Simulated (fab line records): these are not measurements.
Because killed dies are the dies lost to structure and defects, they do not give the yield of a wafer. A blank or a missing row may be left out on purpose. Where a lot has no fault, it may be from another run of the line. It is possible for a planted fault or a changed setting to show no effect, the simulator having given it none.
Which of the tools did it? | flow berkeley cmos170 | at 1 step of a route of 331, 6 lots with 18 wafers sampled

## WHAT THE GAUGES READ, wafer by wafer
UCB170_NWELL_THK_MEAS_02.
lot  | measured    | on            | NWELL_OXIDE_THK (nm)
L419 | day 2 08:02 | film metro-03 | 26.5 26.7 26.8
L421 | day 2 18:55 | film metro-04 | 26.5 26.2 26.5
L431 | day 4 20:01 | film metro-04 | 26.9 26.3 27.1
L432 | day 5 02:05 | film metro-02 | 26.9 26.9 27.3
L436 | day 5 21:55 | film metro-02 | 25.6 26.1 25.8
L438 | day 6 07:11 | film metro-04 | 25.8 25.5 25.7

## EACH LOT AND THE TOOL THAT RAN IT (in order: tool; ch and the chambers of the sampled wafers; start)
Before these readings, the record contains no process step.

## THE ANSWER, worked out from the rows above alone
Rule: usual is defined by the lots themselves. The widest of any qualifying gaps counts: lots, ordered by their means at a reading, are off when they make up no more than a third of the lots, leave a main group of 4 or more, and stand apart from it by 3 or more times the standard deviation of that group's means. If all means in a main group match to the digits the tables above print for the reading, that group is not used. A lot without any number at a reading at which 4 lots or more have one is off too. Any other lot the step has rows for is counted as sound.
No lot is off on any of the readings shown, so nothing can be concluded from this.

## WHAT HAD BEEN PUT IN BY THE SIMULATOR
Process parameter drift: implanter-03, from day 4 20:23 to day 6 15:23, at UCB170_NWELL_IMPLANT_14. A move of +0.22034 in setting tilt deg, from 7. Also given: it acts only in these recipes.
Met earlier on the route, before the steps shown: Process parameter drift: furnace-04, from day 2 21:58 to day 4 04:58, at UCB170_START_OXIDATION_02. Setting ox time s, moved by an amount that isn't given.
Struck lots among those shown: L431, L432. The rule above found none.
